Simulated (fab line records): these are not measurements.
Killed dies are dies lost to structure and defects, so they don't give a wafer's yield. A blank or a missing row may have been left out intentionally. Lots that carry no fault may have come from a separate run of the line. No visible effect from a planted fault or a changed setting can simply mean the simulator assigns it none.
Which tool did it?    flow rit-cmos    6 lots, 18 wafers sampled, at 2 steps of a route of 202

== WHAT THE GAUGES READ, wafer by wafer ==
RIT_PRETRO_TW_MEAS_10.
lot   measured     on             PRETRO_TW
L825  day 2 13:22  film-metro-02  477 474 474
L827  day 2 23:13  film-metro-01  480 479 480
L829  day 3 08:01  film-metro-02  474 475 474
L831  day 3 18:00  film-metro-01  481 481 481
L834  day 4 10:13  film-metro-04  788 794 792 794 795 792
L836  day 4 19:17  film-metro-01  800 798 800 798 800 796

== TOOL THAT RAN EACH LOT (tool first, then ch and the chambers of the sampled wafers, then the start) ==
lot   RIT_PRETRO_IMPLANT_08
L825  implanter-02 ch 0, day 2 13:04
L827  implanter-04 ch 0, day 2 22:53
L829  implanter-04 ch 0, day 3 07:42
L831  implanter-04 ch 0, day 3 17:40
L834  implanter-02 ch 0, day 4 09:53
L836  implanter-04 ch 0, day 4 18:58
- RIT_PRETRO_IMPLANT_08

== THE ANSWER, worked out from the rows above alone ==
Rule: the usual values come from the lots themselves. The widest of any qualifying gaps counts: lots, ordered by their means at a reading, are off when they make up no more than a third of the lots, leave a main group of 4 or more, and stand apart from it by 3 or more times the standard deviation of that group's means. If all means in a main group match to the digits the tables above print for the reading, that group is not used. A lot without any number at a reading at which 4 lots or more have one is off too. All remaining lots with rows at the step are treated as sound.
Off: L834, L836, seen at RIT_PRETRO_TW_MEAS_10 (PRETRO_TW). The main group: mean 478, standard deviation 2.9.
A tool fits if, at a process step before that reading, it ran every lot that is off, and no sound lot after the first of them. Gauges at RIT_PRETRO_TW_MEAS_10: tried the same way as those tools. None of those tried fits.

== WHAT HAD BEEN PUT IN BY THE SIMULATOR ==
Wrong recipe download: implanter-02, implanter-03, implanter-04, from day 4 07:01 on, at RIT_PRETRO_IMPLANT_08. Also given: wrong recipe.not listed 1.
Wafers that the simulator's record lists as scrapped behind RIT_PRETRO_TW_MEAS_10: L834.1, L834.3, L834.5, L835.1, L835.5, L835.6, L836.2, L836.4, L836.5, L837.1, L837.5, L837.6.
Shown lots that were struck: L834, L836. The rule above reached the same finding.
